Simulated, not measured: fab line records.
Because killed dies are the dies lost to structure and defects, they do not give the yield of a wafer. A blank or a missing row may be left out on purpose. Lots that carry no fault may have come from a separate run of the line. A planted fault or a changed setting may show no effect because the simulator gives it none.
Code-filled problem report in 8D (eight disciplines) form + flow ritCmos + the parts of the form that need people (team, actions taken, sign-off) are left out

## 1. THE PROBLEM
Mean of cdNm at RIT_ACTIVE_CD_MEAS_11: 1391.6 nm across 6 wafers in 2 lots; on wafers with no fault it is 1400.3 nm (standard deviation 1.7). That is -5.1 standard deviations from the usual mean.
The step: target cd 1400 nm.
First seen on wafer L814.3, day 3 01:36, on cdSem-01. Wafers with a number at this step in the record: 42, from 14 lots. Rule for "out" (also "out of limits"): further than 4 standard deviations from the usual mean. Any other wafer with a number is counted as sound.

## 2. WHAT IT IS, WHAT IT ISN'T
| question                    | is                     | is not                                                                                       |
|-----------------------------|------------------------|----------------------------------------------------------------------------------------------|
| which readings at this step | cdNm                   | -                                                                                            |
| which lots                  | L814, L819             | L807, L808, L809, L810, L811, L812, L813, L821, L822, L823, L826, L829                       |
| which wafers of those lots  | all that have a number | -                                                                                            |
| read on which gauges        | cdSem-01               | cdSem-02                                                                                     |
| when                        | from day 3 01:36       | up to then (21 sound wafers); but 15 sound wafers of L821, L822, L823, L826, L829 came after |

## 3. SUSPECTS, AND WHAT RULES EACH OUT
Counting: a tool at any process step up to the reading remains a suspect when it ran all the lots that are out and ran no sound lot after the first of those.
- the gauge at RIT_ACTIVE_CD_MEAS_11: ruled out. All the wafers that are out were read on cdSem-01, but those of them that RIT_ACTIVE_DEVELOP_10 has rows for are out there too, on other tools.
- lithoTrack-02 at RIT_ACTIVE_DEVELOP_10 (develop time 50 s): kept. All lots that are out passed through it, beginning with L814 at day 3 01:00, and no sound lot followed; its final sound lot before that point was L812 at day 2 15:00. Out on those wafers are its own readings of developerTempC.
The count leaves lithoTrack-02 at RIT_ACTIVE_DEVELOP_10.

## 4. THE CAUSE (what the simulator had put in)
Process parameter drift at RIT_ACTIVE_DEVELOP_10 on lithoTrack-02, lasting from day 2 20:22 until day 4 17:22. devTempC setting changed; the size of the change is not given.
After counting, this tool was the only one left.

## 5. THE CHAIN OF EFFECTS, in route order
Each row: a reading where the mean over the struck wafers with a number is more than 3 standard deviations away from the usual. Scope: only readings with a usual standard deviation given in the record; hours: median across lots of the time from each lot's start at the first step in this table that gives one to its start at this step; sigmas: change in usual standard deviations.
| hours | step                  | reading        | usual     | on struck wafers | change | sigmas |
|-------|-----------------------|----------------|-----------|------------------|--------|--------|
| 0     | RIT_ACTIVE_DEVELOP_10 | developerTempC | 23.00 C   | 20.82            | -2.18  | -20    |
| 1     | RIT_ACTIVE_CD_MEAS_11 | cdNm           | 1400.3 nm | 1391.6           | -8.7   | -5.1   |
It contains these process steps:
- RIT_ACTIVE_DEVELOP_10: develop time 50 s.
Later measuring or inspecting steps at which every struck wafer that the step has a row for has a number for every such reading, and none has moved that far: RIT_CONTACT_OVL_MEAS_09.

## 6. WHAT WOULD HAVE CAUGHT IT SOONER
In this record the first reading out of limits at a measuring or inspecting step was taken at day 3 01:36, 5 hours after the fault began at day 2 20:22.
The tool's own readings at RIT_ACTIVE_DEVELOP_10 were out on every struck wafer that the step has a row for (developerTempC): an alarm limit on them would have fired on the first of those.
L819, from the lots that are out (2), started RIT_ACTIVE_DEVELOP_10 on lithoTrack-02 later than day 3 01:36. Had the tool been put on hold then, it would have been spared.
